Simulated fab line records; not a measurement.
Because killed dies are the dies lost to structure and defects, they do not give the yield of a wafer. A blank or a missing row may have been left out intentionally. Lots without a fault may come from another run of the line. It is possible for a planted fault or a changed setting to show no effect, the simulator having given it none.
fab line records	flow rit-cmos
record lots=14	wafers=42	last-day=8
route steps=202 shown NWELL@34 NRETRO@62 NLDD@112 NSD@137 M1@202
lots with no fault: from the same line, run without faults
start-h: hours from the record's first day to the start of the lot's first wafer shown	wait-h: hours since the lot's step before	" same as the row above	L1.1+2: one row covering several wafers at once	- no value, or no start was given	* or withheld: withheld	< > ~ a bound
route shown NAME@n: names a module that has steps shown in the file, with the first one's number in the route	usual: mean/standard deviation of fault-free wafers	same: alike in all rows	chamber/n: place in a boat	sites: the reading at each site	_std_site: how widely they spread, as a standard deviation	_edge_site: outer sites' mean less inner sites'	radius-mm: for every site, how far away it sits from the centre of the wafer	mask NAME#n: copy n	behind: the tool/chamber that last shaped the wafer	hold: the reason the lot was held/the length of the hold in hours/how it ended	device: names the non-switching transistor (n, p or np)	end of line: the route-end tests of the same wafers	a step given without rows: its recipe and nothing more	killed: dies lost to structure and defects at the first sort, not the wafer's yield	map: the dies of a wafer, with x for killed, . for not killed, _ for no die there
set.NAME: the run value of the setting; set.NAME@STEP: its run value at that earlier step	model.NAME: the simulator's own value behind a step, which no gauge read
steps of the route over a sample of lots; a table a step, a row a wafer
services: when a tool's chamber went out of use (start-h, in hours from the record's first day, below 0 if earlier), for how many hours, and the reason
## steps
# step RIT_NWELL_OVL_MEAS_06
# usual NWELL_OVL=0.7/1.6
lot.wafer	tool	chamber	start-h	wait-h	NWELL_OVL[nm]
L497.1	overlay-01	-	22.83	-	0.6
L497.5	"	-	"	"	0.3
L497.6	"	-	"	"	-1.1
L498.1	overlay-01	-	26.04	-	1.7
L498.3	"	-	"	"	1.5
L498.5	"	-	"	"	0.2
L499.2	overlay-01	-	33.00	-	0.2
L499.3	"	-	"	"	-0.8
L499.6	"	-	"	"	-1.3
L500.4	overlay-01	-	37.32	-	2.4
L500.5	"	-	"	"	5.8
L500.6	"	-	"	"	1.7
L501.2	overlay-02	-	41.18	-	0.1
L501.5	"	-	"	"	1.6
L501.6	"	-	"	"	2.1
L502.2	overlay-01	-	48.90	-	1.4
L502.4	"	-	"	"	-0.1
L502.6	"	-	"	"	0.6
L503.3	overlay-01	-	52.30	-	-0.4
L503.4	"	-	"	"	-0.5
L503.6	"	-	"	"	-0.4
L504.1	overlay-02	-	57.17	-	1.5
L504.2	"	-	"	"	1.6
L504.3	"	-	"	"	0.7
L506.2	overlay-02	-	69.26	-	-0.1
L506.3	"	-	"	"	1.0
L506.5	"	-	"	"	1.0
L507.2	overlay-01	-	73.98	-	-0.7
L507.4	"	-	"	"	-1.7
L507.5	"	-	"	"	-1.0
L513.2	overlay-01	-	103.77	-	-0.4
L513.5	"	-	"	"	-1.0
L513.6	"	-	"	"	0.5
L514.2	overlay-01	-	110.36	-	-0.6
L514.3	"	-	"	"	-0.6
L514.5	"	-	"	"	-1.3
L517.1	overlay-02	-	133.81	-	-0.4
L517.3	"	-	"	"	0.3
L517.5	"	-	"	"	-0.8
L520.3	overlay-01	-	148.32	-	1.8
L520.4	"	-	"	"	-0.5
L520.5	"	-	"	"	1.1
# step RIT_NRETRO_STRIP_09
# recipe chemistry=O2	time-s=180	resist=NOVOLAK	platen-temp-c=withheld	power-w=500	pressure-mtorr=4000	o2-flow-sccm=4000
# usual chamber-pressure-mTorr=4000/3.2	drypump-motor-current-A=5.8/0.54
lot.wafer	tool	chamber	start-h	wait-h	chamber-pressure-mTorr	drypump-motor-current-A	rf-hours-counter-h
L497.1	plasma-asher-01	1	31.76	0.1	4004	5.9	37
L497.5	"	1	"	"	3999	5.9	-
L497.6	"	0	"	"	3998	5.4	-
L498.1	plasma-asher-01	0	35.01	0.1	3995	5.4	38
L498.3	"	0	"	"	4003	5.4	-
L498.5	"	0	"	"	3998	5.4	-
L499.2	plasma-asher-02	0	42.24	0.1	3996	6.6	41
L499.3	"	0	"	"	3998	6.6	-
L499.6	"	0	"	"	4000	6.6	-
L500.4	plasma-asher-02	1	47.26	0.1	4002	5.5	-
L500.5	"	0	"	"	4000	6.6	-
L500.6	"	1	"	"	3995	5.5	-
L501.2	plasma-asher-02	1	52.72	0.1	3995	5.4	42
L501.5	"	1	"	"	4001	5.5	-
L501.6	"	0	"	"	3999	6.6	-
L502.2	plasma-asher-01	0	57.88	0.1	3999	5.4	42
L502.4	"	1	"	"	3999	5.9	-
L502.6	"	1	"	"	4001	5.9	-
L503.3	plasma-asher-01	0	61.98	0.1	3996	5.4	-
L503.4	"	1	"	"	3999	5.9	-
L503.6	"	0	"	"	4000	5.4	-
L504.1	plasma-asher-02	1	67.25	0.1	4000	5.4	43
L504.2	"	0	"	"	4004	6.6	43
L504.3	"	0	"	"	3999	6.6	-
L506.2	plasma-asher-03	0	80.24	0.1	4003	6.3	29
L506.3	"	1	"	"	3996	5.0	-
L506.5	"	1	"	"	3997	5.0	-
L507.2	plasma-asher-03	0	83.64	0.1	3998	6.3	29
L507.4	"	0	"	"	3997	6.3	-
L507.5	"	0	"	"	4005	6.3	-
L513.2	plasma-asher-02	1	115.19	0.2	3999	5.5	47
L513.5	"	0	"	"	3999	6.6	-
L513.6	"	1	"	"	3998	5.5	-
L514.2	plasma-asher-01	1	124.30	0.1	3991	6.0	1
L514.3	"	0	"	"	4001	5.4	-
L514.5	"	0	"	"	3994	5.4	-
L517.1	plasma-asher-02	0	146.42	0.1	3999	6.6	50
L517.3	"	1	"	"	3992	5.5	-
L517.5	"	0	"	"	4000	6.6	-
L520.3	plasma-asher-01	1	159.78	0.1	3999	5.9	-
L520.4	"	0	"	"	3994	5.4	-
L520.5	"	1	"	"	4003	5.9	-
# step RIT_NLDD_STRIP_09
# recipe chemistry=O2	time-s=180	resist=NOVOLAK	platen-temp-c=withheld	power-w=500	pressure-mtorr=4000	o2-flow-sccm=4000
# usual chamber-pressure-mTorr=4000/3.6	drypump-motor-current-A=5.8/0.52
lot.wafer	tool	chamber	start-h	wait-h	chamber-pressure-mTorr	drypump-motor-current-A	rf-hours-counter-h
L497.1	plasma-asher-02	0	43.58	0.1	4003	6.6	41
L497.5	"	1	"	"	3997	5.5	-
L497.6	"	0	"	"	4000	6.6	-
L498.1	plasma-asher-04	1	47.33	0.1	3997	6.1	40
L498.3	"	0	"	"	3999	5.4	-
L498.5	"	1	"	"	3998	6.1	-
L499.2	plasma-asher-04	0	58.07	0.1	3998	5.4	41
L499.3	"	0	"	"	3998	5.4	-
L499.6	"	1	"	"	4002	6.1	-
L500.4	plasma-asher-03	1	64.22	0.1	4006	5.0	-
L500.5	"	1	"	"	3997	5.0	-
L500.6	"	0	"	"	3997	6.3	-
L501.2	plasma-asher-04	0	69.22	0.1	3998	5.4	41
L501.5	"	0	"	"	3993	5.4	-
L501.6	"	1	"	"	3996	6.1	-
L502.2	plasma-asher-04	0	72.23	0.1	4003	5.4	42
L502.4	"	0	"	"	4002	5.4	-
L502.6	"	0	"	"	4002	5.4	-
L503.3	plasma-asher-04	1	77.97	0.1	3998	6.1	-
L503.4	"	0	"	"	3998	5.4	-
L503.6	"	1	"	"	4001	6.1	-
L504.1	plasma-asher-03	0	83.01	0.1	3997	6.3	29
L504.2	"	1	"	"	3997	5.0	29
L504.3	"	1	"	"	4009	5.0	-
L506.2	plasma-asher-03	0	95.57	0.1	4001	6.3	30
L506.3	"	0	"	"	3997	6.3	-
L506.5	"	1	"	"	3999	5.0	-
L507.2	plasma-asher-03	1	102.33	0.1	3998	5.0	31
L507.4	"	1	"	"	3999	5.0	-
L507.5	"	0	"	"	4005	6.3	-
L513.2	plasma-asher-04	1	136.87	0.1	1999	6.1	48
L513.5	"	0	"	"	2007	5.4	-
L513.6	"	1	"	"	2000	6.1	-
L514.2	plasma-asher-04	1	150.08	0.1	1991	6.1	49
L514.3	"	1	"	"	1994	6.1	-
L514.5	"	0	"	"	1997	5.4	-
L517.1	plasma-asher-02	0	165.11	0.1	4004	6.6	52
L517.3	"	1	"	"	4003	5.5	-
L517.5	"	0	"	"	3997	6.6	-
L520.3	plasma-asher-02	0	177.74	0.1	4000	6.6	-
L520.4	"	1	"	"	4004	5.5	-
L520.5	"	0	"	"	3997	6.6	-
# step RIT_NSD_OVL_MEAS_06
# usual NSD_OVL=0.5/1.5
lot.wafer	tool	chamber	start-h	wait-h	NSD_OVL[nm]
L497.1	overlay-01	-	48.73	-	1.3
L497.5	"	-	"	"	2.7
L497.6	"	-	"	"	1.4
L498.1	overlay-01	-	53.67	-	0.4
L498.3	"	-	"	"	-1.1
L498.5	"	-	"	"	0.2
L499.2	overlay-02	-	63.20	-	1.8
L499.3	"	-	"	"	-0.7
L499.6	"	-	"	"	-1.0
L500.4	overlay-01	-	69.30	-	1.3
L500.5	"	-	"	"	2.0
L500.6	"	-	"	"	-0.6
L501.2	overlay-02	-	75.48	-	-1.6
L501.5	"	-	"	"	-2.8
L501.6	"	-	"	"	-1.6
L502.2	overlay-02	-	78.56	-	3.3
L502.4	"	-	"	"	1.6
L502.6	"	-	"	"	1.2
L503.3	overlay-01	-	83.25	-	-2.4
L503.4	"	-	"	"	0.2
L503.6	"	-	"	"	-2.0
L504.1	overlay-02	-	88.30	-	4.5
L504.2	"	-	"	"	3.5
L504.3	"	-	"	"	3.1
L506.2	overlay-01	-	100.86	-	-0.8
L506.3	"	-	"	"	-0.8
L506.5	"	-	"	"	-0.9
L507.2	overlay-02	-	107.48	-	-0.3
L507.4	"	-	"	"	2.1
L507.5	"	-	"	"	-0.9
L513.2	overlay-01	-	142.20	-	-1.0
L513.5	"	-	"	"	1.3
L513.6	"	-	"	"	2.4
L514.2	overlay-02	-	155.39	-	1.0
L514.3	"	-	"	"	1.1
L514.5	"	-	"	"	1.1
L517.1	overlay-02	-	170.20	-	0.0
L517.3	"	-	"	"	1.9
L517.5	"	-	"	"	-0.2
L520.3	overlay-02	-	184.54	-	0.3
L520.4	"	-	"	"	-2.5
L520.5	"	-	"	"	-1.2
# step RIT_M1_PROBE_99
# usual killed-at-contacts=0.1/0.24	killed-at-front-end=7/3.1	killed-dies=7/3.1	killed-open=3.3/1.9	killed-short=3.9/2.1
# same gross-dies=264	killed_at_M0_to_M3=0	killed_at_M4_up=0	killed-at-back-side=0	killed-at-other=0
lot.wafer	tool	chamber	start-h	wait-h	killed-at-contacts	killed-at-front-end	killed-dies	killed-open	killed-short
L497.1	prober-01	-	58.97	0.1	0	8	8	5	3
L497.5	prober-01	-	59.17	0.2	0	8	8	6	2
L497.6	prober-01	-	59.22	0.2	0	9	9	3	6
L498.1	prober-02	-	63.35	0.1	0	14	14	2	12
L498.3	prober-02	-	63.45	0.2	0	4	4	1	3
L498.5	prober-02	-	63.55	0.2	0	7	7	2	4
L499.2	prober-01	-	73.33	0.1	0	5	5	2	3
L499.3	prober-01	-	73.38	0.2	0	5	5	2	3
L499.6	prober-01	-	73.53	0.2	0	12	12	7	5
L500.4	prober-02	-	79.47	0.2	0	7	7	4	3
L500.5	prober-02	-	79.52	0.2	0	9	9	6	3
L500.6	prober-02	-	79.57	0.2	0	4	4	2	2
L501.2	prober-01	-	85.44	0.1	0	10	10	4	6
L501.5	prober-01	-	85.59	0.2	0	3	3	2	1
L501.6	prober-01	-	85.64	0.2	0	6	6	4	2
L502.2	prober-02	-	88.62	0.1	0	6	6	4	2
L502.4	prober-02	-	88.72	0.2	0	4	4	2	2
L502.6	prober-02	-	88.82	0.2	0	4	4	1	3
L503.3	prober-01	-	93.56	0.2	0	4	4	2	2
L503.4	prober-01	-	93.61	0.2	0	7	7	4	3
L503.6	prober-01	-	93.71	0.2	0	9	9	5	4
L504.1	prober-02	-	98.24	0.1	0	4	4	1	3
L504.2	prober-02	-	98.29	0.1	0	5	5	3	2
L504.3	prober-02	-	98.34	0.2	0	6	6	2	4
L506.2	prober-02	-	111.02	0.1	0	1	1	0	1
L506.3	prober-02	-	111.07	0.2	0	6	6	1	5
L506.5	prober-02	-	111.17	0.2	0	8	8	5	3
L507.2	prober-01	-	117.64	0.1	0	9	9	2	5
L507.4	prober-01	-	117.74	0.2	0	7	7	3	4
L507.5	prober-01	-	117.79	0.2	0	5	5	3	2
L513.2	prober-01	-	152.25	0.1	0	6	6	3	3
L513.5	prober-01	-	152.40	0.2	0	5	5	2	3
L513.6	prober-01	-	152.45	0.2	0	5	5	2	3
L514.2	prober-01	-	166.85	0.1	0	7	7	2	4
L514.3	prober-01	-	166.90	0.2	0	8	8	3	5
L514.5	prober-01	-	167.00	0.2	0	7	7	5	2
L517.1	prober-01	-	180.41	0.1	1	6	7	3	4
L517.3	prober-01	-	180.51	0.2	1	7	8	3	5
L517.5	prober-01	-	180.61	0.2	0	6	6	4	2
L520.3	prober-01	-	195.90	0.2	0	7	7	5	2
L520.4	prober-01	-	195.95	0.2	0	8	8	1	7
L520.5	prober-01	-	196.00	0.2	0	7	7	5	2
# killed by level:class
L497.1 FOX1:geometric-particle:short=2 GATE:geometric-particle:open=2 FOX1:geometric-particle:open=1 REOX:geometric-particle:open=1 SPACER:geometric-particle:open=1 SPACER:geometric-particle:short=1
L497.5 GATE:geometric-particle:open=2 SPACER:geometric-particle:open=2 REOX:geometric-particle:open=1 REOX:geometric-particle:short=1 SPACER:geometric-particle:short=1 SILICIDE:geometric-particle:open=1
L497.6 SILICIDE:geometric-particle:short=3 GATE:geometric-particle:short=2 SPACER:geometric-particle:open=2 FOX2:geometric-particle:open=1 SPACER:geometric-particle:short=1
L498.1 REOX:geometric-particle:short=5 FOX2:geometric-particle:short=3 GATE:geometric-particle:short=3 GATE:geometric-particle:open=1 SPACER:geometric-particle:open=1 SPACER:geometric-particle:short=1
L498.3 SPACER:geometric-particle:short=2 GATE:geometric-particle:open=1 REOX:geometric-particle:short=1
L498.5 GATE:geometric-particle:short=2 SPACER:geometric-particle:open=2 FOX2:geometric-particle:short=1 SILICIDE:geometric-particle:short=1 PWELL:coat-microbubble-printed=1
L499.2 SILICIDE:geometric-particle:short=3 GATE:geometric-particle:open=1 SILICIDE:geometric-particle:open=1
L499.3 GATE:geometric-particle:open=2 GATE:geometric-particle:short=1 REOX:geometric-particle:short=1 SILICIDE:geometric-particle:short=1
L499.6 GATE:geometric-particle:open=3 SILICIDE:geometric-particle:open=3 SPACER:geometric-particle:short=2 SILICIDE:geometric-particle:short=2 GATE:geometric-particle:short=1 SPACER:geometric-particle:open=1
L500.4 REOX:geometric-particle:short=2 REOX:geometric-particle:open=2 FOX1:geometric-particle:short=1 GATE:geometric-particle:open=1 SILICIDE:geometric-particle:open=1
L500.5 GATE:geometric-particle:open=3 FOX1:geometric-particle:open=2 FOX1:geometric-particle:short=2 REOX:geometric-particle:open=1 REOX:geometric-particle:short=1
L500.6 GATE:geometric-particle:short=2 FOX1:geometric-particle:open=1 REOX:geometric-particle:open=1
L501.2 GATE:geometric-particle:short=3 FOX1:geometric-particle:open=1 FOX2:geometric-particle:short=1 GATE:geometric-particle:open=1 REOX:geometric-particle:open=1 REOX:geometric-particle:short=1 SPACER:geometric-particle:open=1 SILICIDE:geometric-particle:short=1
L501.5 FOX2:geometric-particle:open=1 GATE:geometric-particle:short=1 SPACER:geometric-particle:open=1
L501.6 FOX1:geometric-particle:short=1 FOX1:geometric-particle:open=1 GATE:geometric-particle:short=1 GATE:geometric-particle:open=1 REOX:geometric-particle:open=1 SILICIDE:geometric-particle:open=1
L502.2 REOX:geometric-particle:open=2 FOX1:geometric-particle:short=1 FOX2:geometric-particle:open=1 GATE:geometric-particle:open=1 SILICIDE:geometric-particle:short=1
L502.4 GATE:geometric-particle:open=2 GATE:geometric-particle:short=1 SPACER:geometric-particle:short=1
L502.6 REOX:geometric-particle:short=2 GATE:geometric-particle:short=1 GATE:geometric-particle:open=1
L503.3 GATE:geometric-particle:short=2 GATE:geometric-particle:open=1 SPACER:geometric-particle:open=1
L503.4 FOX1:geometric-particle:open=2 FOX1:geometric-particle:short=1 GATE:geometric-particle:short=1 GATE:geometric-particle:open=1 SPACER:geometric-particle:open=1 SPACER:geometric-particle:short=1
L503.6 GATE:geometric-particle:open=3 FOX1:geometric-particle:short=1 FOX1:geometric-particle:open=1 GATE:geometric-particle:short=1 SPACER:geometric-particle:open=1 SPACER:geometric-particle:short=1 SILICIDE:geometric-particle:short=1
L504.1 FOX1:geometric-particle:short=1 GATE:geometric-particle:short=1 SPACER:geometric-particle:open=1 SPACER:geometric-particle:short=1
L504.2 GATE:geometric-particle:open=3 SPACER:geometric-particle:short=2
L504.3 SPACER:geometric-particle:short=2 FOX1:geometric-particle:open=1 GATE:geometric-particle:short=1 REOX:geometric-particle:short=1 SPACER:geometric-particle:open=1
L506.2 GATE:geometric-particle:short=1
L506.3 GATE:geometric-particle:short=2 SILICIDE:geometric-particle:short=2 FOX2:geometric-particle:open=1 SPACER:geometric-particle:short=1
L506.5 FOX1:geometric-particle:open=2 GATE:geometric-particle:short=2 ACTIVE:geometric-particle:open=1 GATE:geometric-particle:open=1 REOX:geometric-particle:open=1 SILICIDE:geometric-particle:short=1
L507.2 FOX2:geometric-particle:short=3 NRETRO:coat-microbubble-printed=2 GATE:geometric-particle:short=1 GATE:geometric-particle:open=1 SPACER:geometric-particle:short=1 SILICIDE:geometric-particle:open=1
L507.4 GATE:geometric-particle:open=2 SPACER:geometric-particle:short=2 GATE:geometric-particle:short=1 SILICIDE:geometric-particle:open=1 SILICIDE:geometric-particle:short=1
L507.5 FOX1:geometric-particle:open=1 GATE:geometric-particle:open=1 SPACER:geometric-particle:short=1 SPACER:geometric-particle:open=1 SILICIDE:geometric-particle:short=1
L513.2 REOX:geometric-particle:short=2 SILICIDE:geometric-particle:open=2 GATE:geometric-particle:open=1 SILICIDE:geometric-particle:short=1
L513.5 FOX1:geometric-particle:short=1 FOX2:geometric-particle:open=1 GATE:geometric-particle:open=1 GATE:geometric-particle:short=1 SPACER:geometric-particle:short=1
L513.6 FOX1:geometric-particle:short=1 GATE:geometric-particle:short=1 GATE:geometric-particle:open=1 REOX:geometric-particle:short=1 SPACER:geometric-particle:open=1
L514.2 GATE:geometric-particle:open=2 SPACER:geometric-particle:short=2 FOX1:geometric-particle:short=1 REOX:geometric-particle:short=1 ACTIVE:coat-microbubble-printed=1
L514.3 FOX1:geometric-particle:short=3 FOX1:geometric-particle:open=1 GATE:geometric-particle:short=1 REOX:geometric-particle:open=1 SPACER:geometric-particle:short=1 SILICIDE:geometric-particle:open=1
L514.5 FOX1:geometric-particle:open=2 FOX1:geometric-particle:short=1 FOX2:geometric-particle:open=1 REOX:geometric-particle:open=1 REOX:geometric-particle:short=1 SPACER:geometric-particle:open=1
L517.1 FOX1:geometric-particle:short=1 FOX1:geometric-particle:open=1 GATE:geometric-particle:open=1 GATE:geometric-particle:short=1 SILICIDE:geometric-particle:open=1 SILICIDE:geometric-particle:short=1 CONTACT:geometric-particle:short=1
L517.3 GATE:geometric-particle:short=3 SPACER:geometric-particle:open=2 FOX1:geometric-particle:short=1 SILICIDE:geometric-particle:open=1 CONTACT:geometric-particle:short=1
L517.5 SPACER:geometric-particle:open=2 FOX1:geometric-particle:short=1 GATE:geometric-particle:open=1 SPACER:geometric-particle:short=1 SILICIDE:geometric-particle:open=1
L520.3 GATE:geometric-particle:open=4 GATE:geometric-particle:short=2 FOX2:geometric-particle:open=1
L520.4 SPACER:geometric-particle:short=3 GATE:geometric-particle:short=2 REOX:geometric-particle:short=1 SILICIDE:geometric-particle:short=1 SILICIDE:geometric-particle:open=1
L520.5 GATE:geometric-particle:open=4 FOX1:geometric-particle:open=1 GATE:geometric-particle:short=1 SPACER:geometric-particle:short=1
## services
tool	chamber	start-h	hours	kind
plasma-asher-03	-	27.16	14.6	pm
plasma-asher-04	-	35.24	10.0	pm
plasma-asher-02	-	44.58	1.2	repair
plasma-asher-04	-	47.58	3.2	repair
plasma-asher-02	-	92.16	14.6	pm
plasma-asher-01	-	108.75	9.0	pm
plasma-asher-01	0	108.75	9.0	vent-cycle
plasma-asher-01	1	108.75	9.0	vent-cycle
plasma-asher-03	-	112.93	2.7	repair
plasma-asher-04	-	116.94	2.9	repair
plasma-asher-01	0	117.75	-	clean
plasma-asher-01	1	117.75	-	clean
plasma-asher-04	-	167.00	0.6	repair
plasma-asher-02	-	168.22	6.6	repair
## key
first-sign step=RIT_NLDD_STRIP_09	reading=chamber-pressure-mTorr	direction=down	sigmas=99+	usual=4000	struck=1998
effect none on later readings
met-at RIT_NLDD_STRIP_09
struck-lots L513,L514
tester-left-out L513,L514
not-acting-at RIT_NWELL_OVL_MEAS_06,RIT_NRETRO_STRIP_09,RIT_NSD_OVL_MEAS_06
onset-between 77.97 136.87
fault kind=process-parameter-drift	tool=plasma-asher-04	chamber=-	onset-h=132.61	steps=RIT_NLDD_STRIP_09	channel=pressure-mtorr	offset=-2000	shape=step	end-h=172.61	acts-in=these-recipes-only	stated=4000
# tester-left-out: of these lots the tester's yield and bins aren't shown, on N5 and GAA mostly nor the transistor test; their killed dies are dies lost to structure and defects alone, not to doping, threshold or leakage, so they don't give the yield
